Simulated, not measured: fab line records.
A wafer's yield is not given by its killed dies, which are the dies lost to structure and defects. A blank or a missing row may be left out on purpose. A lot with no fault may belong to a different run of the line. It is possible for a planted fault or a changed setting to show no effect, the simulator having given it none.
Lot-split experiment + flow rit_cmos + on a route of 202 steps: 5 lots, 23 wafers read

## ON THE SPLIT
At RIT_SDANNEAL_CLEAN_01 (cleans in dHF, time 30 s), the setting time_s was moved away from the recipe's 30 s on 20 of the 23 wafers read, by -14.6% to +5.5%. All remaining wafers had this setting at the recipe value.

The reading is taken at the split's own step.

## THE READING
Si3N4_of_SPACER_CVD_03.thk_nm (the simulator's own value, which no gauge read), in nm, at RIT_SDANNEAL_CLEAN_01 (cleans in dHF, time 30 s). The file gives no usual value for it. Average 196.8 nm, standard deviation 0.93 nm, over the 3 wafers here run with the recipe.

| wafer  | tool, chamber at the split | time_s as run, s | against the recipe | Si3N4_of_SPACER_CVD_03.thk_nm, nm | against lot-mates on the recipe |
|--------|----------------------------|------------------|--------------------|-----------------------------------|---------------------------------|
| L076.1 | -, -                       | 26.32            | -12.3%             | 200.8                             | no lot-mate on the recipe       |
| L076.2 | -, -                       | 26.32            | -12.3%             | 200.7                             | no lot-mate on the recipe       |
| L076.3 | -, -                       | 26.32            | -12.3%             | 198.8                             | no lot-mate on the recipe       |
| L076.4 | -, -                       | 26.32            | -12.3%             | 199.3                             | no lot-mate on the recipe       |
| L076.6 | -, -                       | 26.32            | -12.3%             | 199.7                             | no lot-mate on the recipe       |
| L077.1 | -, -                       | 25.61            | -14.6%             | 201.7                             | no lot-mate on the recipe       |
| L077.2 | -, -                       | 25.61            | -14.6%             | 198.5                             | no lot-mate on the recipe       |
| L077.3 | -, -                       | 25.61            | -14.6%             | 202                               | no lot-mate on the recipe       |
| L077.4 | -, -                       | 25.61            | -14.6%             | 199                               | no lot-mate on the recipe       |
| L077.6 | -, -                       | 25.61            | -14.6%             | 200.5                             | no lot-mate on the recipe       |
| L078.1 | -, -                       | 31.66            | +5.5%              | 185.8                             | no lot-mate on the recipe       |
| L078.2 | -, -                       | 31.66            | +5.5%              | 184.9                             | no lot-mate on the recipe       |
| L078.3 | -, -                       | 31.66            | +5.5%              | 184.1                             | no lot-mate on the recipe       |
| L078.5 | -, -                       | 31.66            | +5.5%              | 184.4                             | no lot-mate on the recipe       |
| L078.6 | -, -                       | 31.66            | +5.5%              | 185.7                             | no lot-mate on the recipe       |
| L082.2 | -, -                       | 28.79            | -4.0%              | 188.1                             | no lot-mate on the recipe       |
| L082.3 | -, -                       | 28.79            | -4.0%              | 190.8                             | no lot-mate on the recipe       |
| L082.4 | -, -                       | 28.79            | -4.0%              | 189.1                             | no lot-mate on the recipe       |
| L082.5 | -, -                       | 28.79            | -4.0%              | 187.6                             | no lot-mate on the recipe       |
| L082.6 | -, -                       | 28.79            | -4.0%              | 191.1                             | no lot-mate on the recipe       |
| L084.1 | wet_bench-01, 3            | 30               | recipe             | 196                               | -                               |
| L084.2 | wet_bench-01, 3            | 30               | recipe             | 196.3                             | -                               |
| L084.5 | wet_bench-01, 3            | 30               | recipe             | 198.1                             | -                               |

FIT RESULTS
A straight line over all 23 wafers: Si3N4_of_SPACER_CVD_03.thk_nm changes by -0.718 nm for each +1% of time_s; r = -0.86; the points scatter about the line by 3.4 nm.
Too few moved wafers have a lot-mate on the recipe to fit a line with each lot's own level taken away.

## FILE'S OWN FIT
Si3N4_of_SPACER_CVD_03.thk_nm changes by -0.717 nm for each +1% of time_s, r = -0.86.
